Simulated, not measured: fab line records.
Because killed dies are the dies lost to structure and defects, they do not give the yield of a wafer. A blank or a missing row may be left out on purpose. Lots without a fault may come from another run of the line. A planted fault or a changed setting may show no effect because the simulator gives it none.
A single fault, viewed from 2 desks || flow berkeley_cmos170 || each desk holds nothing but its own numbers, with what lay behind them at the end

FROM THE METROLOGY DESK
Lot by lot, what the gauges showed, no matter which tool ran the lot: averages of those sampled wafers that carry a number. Marked OUT: a lot whose mean sits more than 4 standard deviations from the usual mean, which makes it out of limits; the brackets give that distance.
Columns: A = SACOX_OXIDE_THK at UCB170_SACOX_THK_MEAS_02, usual 14.28 nm; B = CONTACT_PSG_THK at UCB170_CONTACT_THK_MEAS_02, usual 697 nm
{"lot": "L635", "first seen here": "day 6 09:34", "A": 14.10, "B": 692}
{"lot": "L639", "first seen here": "day 6 17:37", "A": 13.92, "B": 699}
{"lot": "L638", "first seen here": "day 6 17:39", "A": 14.20, "B": 694}
{"lot": "L640", "first seen here": "day 7 09:33", "A": 14.40, "B": 694}
{"lot": "L641", "first seen here": "day 7 09:34", "A": 14.54, "B": 708}
{"lot": "L642", "first seen here": "day 7 18:19", "A": 14.34, "B": 688}
{"lot": "L643", "first seen here": "day 7 18:19", "A": 14.19, "B": 702}
{"lot": "L644", "first seen here": "day 8 02:35", "A": 14.71, "B": 699}
{"lot": "L647", "first seen here": "day 8 17:53", "A": 14.58, "B": 698}
{"lot": "L651", "first seen here": "day 9 17:07", "A": 14.37, "B": 694}
{"lot": "L650", "first seen here": "day 9 17:10", "A": 14.51, "B": 686}
{"lot": "L653", "first seen here": "day 10 05:36", "A": 14.17, "B": 697}
{"lot": "L654", "first seen here": "day 10 05:36", "A": 14.49, "B": 697}
{"lot": "L656", "first seen here": "day 10 17:53", "A": 14.57, "B": 698}
Result from this desk: across the 14 lots, nothing is out of limits.

DESK OF THE TOOL OWNER: rie_diel-04
The tool's own readings at UCB170_ACTIVE_ETCH_15 (etches Si3N4 in CH3F/Ar/O2, stops on SiO2, target depth 242 nm, time 154 s): means of the sampled wafers that have a number, for each lot that ran on this tool. Marked OUT: a lot whose mean sits more than 4 standard deviations from the usual mean, which makes it out of limits; the brackets give that distance.
Columns: A = drypump_motor_current_A at UCB170_ACTIVE_ETCH_15, usual 5.7 A; B = oes_product_au at UCB170_ACTIVE_ETCH_15, usual 0.934 a.u.; C = throttle_valve_pct at UCB170_ACTIVE_ETCH_15, usual 8.07 %
{"lot": "L635", "first seen here": "day 5 09:34", "A": 6.0, "B": 0.924, "C": 8.09}
{"lot": "L639", "first seen here": "day 5 20:27", "A": 6.0, "B": 0.917, "C": 8.08}
{"lot": "L641", "first seen here": "day 6 07:04", "A": 5.9, "B": 0.925, "C": 8.11}
{"lot": "L642", "first seen here": "day 6 18:42", "A": 6.3, "B": 0.924, "C": 8.23}
{"lot": "L647", "first seen here": "day 7 14:52", "A": 6.0, "B": 0.896, "C": 8.09}
{"lot": "L651", "first seen here": "day 8 15:52", "A": 5.6, "B": 0.901, "C": 8.07}
Result from this desk: across the 6 lots, nothing is out of limits.

ALL TOGETHER
Nothing out of limits was seen by the metrology desk.
The tool owner's desk saw nothing out of limits.

WHAT HAD BEEN PUT IN BY THE SIMULATOR
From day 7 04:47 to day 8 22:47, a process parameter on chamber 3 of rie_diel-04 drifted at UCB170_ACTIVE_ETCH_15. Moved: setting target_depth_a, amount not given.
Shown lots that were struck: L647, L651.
